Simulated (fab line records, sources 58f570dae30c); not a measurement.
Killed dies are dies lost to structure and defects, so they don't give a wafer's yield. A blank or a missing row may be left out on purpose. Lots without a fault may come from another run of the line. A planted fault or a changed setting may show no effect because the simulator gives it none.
fab line records | flow berkeley_cmos170
record lots=14 wafers=40 last_day=11
route steps=331 shown NLDD@166
lots that met no fault: from a run of the same line without faults
start_h: hours from the record's first day to the start of the lot's first wafer shown | wait_h: hours since the lot's step before | " the same as in the row above | L1.1+2: a row that stands for several wafers | - no value, or no start given | * or withheld: withheld | < > ~ a bound
route shown NAME@n: a module of which the file shows steps, and the number in the route of the first | usual: mean/standard deviation of fault-free wafers | same: alike in all rows | chamber/n: place in a boat | sites: the reading at each site | _std_site: their standard deviation | _edge_site: outer sites' mean less inner sites' | radius_mm: how far each site lies from the wafer's centre | mask NAME#n: copy n | behind: the tool/chamber that last shaped the wafer | hold: why the lot was held/for how many hours/how that ended | device: the transistor (n, p or np) that didn't switch | end of line: the same wafers' tests at the end of the route | a step without rows: its recipe alone | killed: dies lost to structure and defects at the first sort, not the wafer's yield | map: a wafer's dies, x killed, . not, _ none there
set.NAME: the setting as run; set.NAME@STEP: as run at that earlier step | model.NAME: the simulator's own value behind a step, which no gauge read
steps of the route over a sample of lots; a table a step, a row a wafer
services: from which hour (start_h, from the record's first day; less than 0 if before it) a tool's chamber was out of use, for how many hours, and why
## steps
# step UCB170_NLDD_IMPLANT_08
# recipe species=As dose_cm2=5e+13 energy_kev=30 tilt_deg=7 rotation_deg=0
# usual tilt_deg=7.001/0.02
# columns lot.wafer tool chamber start_h wait_h tilt_deg
L272.2 implanter-03 0 122.72 0.0 6.970
L272.3 " 0 " " 6.977
L272.6 " 0 " " 6.994
L276.2 implanter-03 0 157.22 0.0 7.024
L276.3 " 0 " " 7.007
L276.5 " 0 " " 7.023
L279.1 implanter-03 0 157.50 0.1 7.015
L279.2 " 0 " " 6.997
L279.5 " 0 " " 7.010
L278.2 implanter-02 0 157.66 0.1 6.992
L278.3 " 0 " " 7.009
L278.4 " 0 " " 7.010
L280.1 implanter-01 0 166.04 0.0 7.004
L280.2 " 0 " " 7.038
L280.5 " 0 " " 7.015
L282.1 implanter-01 0 167.16 0.0 7.001
L282.2 " 0 " " 7.016
L282.3 " 0 " " 7.002
L283.2 implanter-01 0 179.54 0.0 0.018
L283.5 " 0 " " 0.037
L284.2 implanter-01 0 186.54 0.0 0.020
L284.5 " 0 " " 0.019
L287.2 implanter-02 0 202.17 0.0 6.987
L287.4 " 0 " " 7.004
L287.6 " 0 " " 6.972
L289.2 implanter-03 0 203.87 0.0 7.001
L289.4 " 0 " " 7.021
L289.6 " 0 " " 6.988
L290.1 implanter-02 0 217.70 0.0 6.989
L290.4 " 0 " " 7.024
L290.6 " 0 " " 7.013
L292.1 implanter-02 0 231.10 0.0 6.980
L292.4 " 0 " " 6.970
L292.6 " 0 " " 6.970
L294.1 implanter-03 0 231.38 0.0 6.979
L294.4 " 0 " " 6.973
L294.6 " 0 " " 7.005
L295.3 implanter-02 0 242.90 0.1 7.012
L295.4 " 0 " " 7.004
L295.5 " 0 " " 7.017
# step UCB170_NLDD_TW_MEAS_11
# usual NLDD_TW=2234/13
# columns lot.wafer tool chamber start_h wait_h hold NLDD_TW
L272.2 film_metro-03 - 123.10 0.1 - 2238
L272.3 " - " " - 2230
L272.6 " - " " - 2237
L276.2 film_metro-03 - 157.61 0.1 - 2225
L276.3 " - " " - 2223
L276.5 " - " " - 2219
L279.1 film_metro-03 - 157.90 0.1 - 2220
L279.2 " - " " - 2235
L279.5 " - " " - 2226
L278.2 film_metro-03 - 158.04 0.1 - 2224
L278.3 " - " " - 2219
L278.4 " - " " - 2227
L280.1 film_metro-01 - 166.44 0.1 - 2232
L280.2 " - " " - 2222
L280.5 " - " " - 2240
L282.1 film_metro-01 - 167.56 0.1 - 2252
L282.2 " - " " - 2246
L282.3 " - " " - 2249
L283.2 film_metro-04 - 179.93 0.1 await_dispo/0.2h/release 2159
L283.5 " - " " await_dispo/0.2h/release 2165
L283.2 film_metro-04 - 180.15 0.2 - 2163
L283.5 " - " " - 2152
L284.2 film_metro-01 - 186.92 0.1 await_dispo/0.2h/release 2122
L284.5 " - " " await_dispo/0.2h/release 2116
L284.2 film_metro-01 - 187.15 0.2 - 2130
L284.5 " - " " - 2126
L287.2 film_metro-01 - 202.56 0.1 - 2232
L287.4 " - " " - 2214
L287.6 " - " " - 2226
L289.2 film_metro-03 - 204.30 0.1 - 2228
L289.4 " - " " - 2221
L289.6 " - " " - 2221
L290.1 film_metro-03 - 218.10 0.1 - 2225
L290.4 " - " " - 2235
L290.6 " - " " - 2236
L292.1 film_metro-04 - 231.50 0.1 - 2245
L292.4 " - " " - 2249
L292.6 " - " " - 2248
L294.1 film_metro-01 - 231.78 0.1 - 2233
L294.4 " - " " - 2247
L294.6 " - " " - 2234
L295.3 film_metro-01 - 243.27 0.1 - 2218
L295.4 " - " " - 2218
L295.5 " - " " - 2219
# step UCB170_SDANNEAL_RS_MEAS_05
# recipe thk_meas_gauge=four-point-probe
# usual NLDD_RS=615.7/1.3
# columns lot.wafer tool chamber start_h wait_h hold NLDD_RS[ohm/sq]
L272.2 film_metro-01 - 133.33 0.1 - 614.8
L272.3 " - " " - 615.2
L272.6 " - " " - 613.9
L279.1 film_metro-03 - 166.69 0.1 - 616.8
L279.2 " - " " - 616.8
L279.5 " - " " - 615.4
L276.2 film_metro-04 - 167.64 0.1 - 615.5
L276.3 " - " " - 616.0
L276.5 " - " " - 615.6
L278.2 film_metro-03 - 168.02 0.1 - 616.0
L278.3 " - " " - 616.3
L278.4 " - " " - 616.8
L282.1 film_metro-03 - 178.21 0.1 - 613.9
L282.2 " - " " - 615.4
L282.3 " - " " - 613.5
L280.1 film_metro-03 - 179.02 0.1 - 613.9
L280.2 " - " " - 616.1
L280.5 " - " " - 616.1
L284.2 film_metro-01 - 200.61 0.1 await_dispo/0.2h/release 537.4
L284.5 " - " " await_dispo/0.2h/release 537.3
L284.2 film_metro-01 - 200.89 0.3 - 537.5
L284.5 " - " " - 536.5
L283.2 film_metro-03 - 201.22 0.1 await_dispo/0.2h/release 536.6
L283.5 " - " " await_dispo/0.2h/release 536.1
L283.2 film_metro-03 - 201.50 0.3 - 536.3
L283.5 " - " " - 535.0
L287.2 film_metro-01 - 211.94 0.1 - 614.2
L287.4 " - " " - 614.9
L287.6 " - " " - 616.8
L289.2 film_metro-03 - 212.48 0.1 - 614.9
L289.4 " - " " - 615.7
L289.6 " - " " - 617.4
L290.1 film_metro-01 - 229.07 0.1 - 616.0
L290.4 " - " " - 615.9
L290.6 " - " " - 613.7
L292.1 film_metro-01 - 240.97 0.1 - 615.1
L292.4 " - " " - 615.0
L292.6 " - " " - 614.2
L294.1 film_metro-03 - 241.14 0.1 - 619.2
L294.4 " - " " - 615.7
L294.6 " - " " - 616.9
L295.3 film_metro-03 - 252.72 0.1 - 615.3
L295.4 " - " " - 616.5
L295.5 " - " " - 615.4
## services
# columns tool chamber start_h hours kind
implanter-03 - 125.25 2.0 repair
implanter-01 - 156.96 3.1 repair
implanter-03 - 164.07 4.3 repair
implanter-03 - 164.65 4.2 repair
implanter-02 - 209.04 2.7 repair
implanter-02 - 226.06 4.7 pm
## key
first_sign step=UCB170_NLDD_IMPLANT_08 reading=tilt_deg direction=down sigmas=99+ usual=7.001 struck=0.024
effect step=UCB170_NLDD_TW_MEAS_11 reading=visit direction=added
effect step=UCB170_NLDD_TW_MEAS_11 reading=NLDD_TW direction=down sigmas=7 usual=2234 struck=2141
effect step=UCB170_SDANNEAL_RS_MEAS_05 reading=NLDD_RS direction=down sigmas=59 usual=615.7 struck=536.9
met_at UCB170_NLDD_IMPLANT_08
struck_lots L283,L284
scrapped_behind UCB170_SDANNEAL_RS_MEAS_05 L283.2,L283.5,L284.2,L284.5
onset_between 167.16 179.54
fault kind=process_parameter_drift tool=implanter-01 chamber=- onset_h=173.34 steps=UCB170_NLDD_IMPLANT_08 channel=tilt_deg offset=-7 shape=step end_h=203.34 acts_in=these_recipes_only stated=7
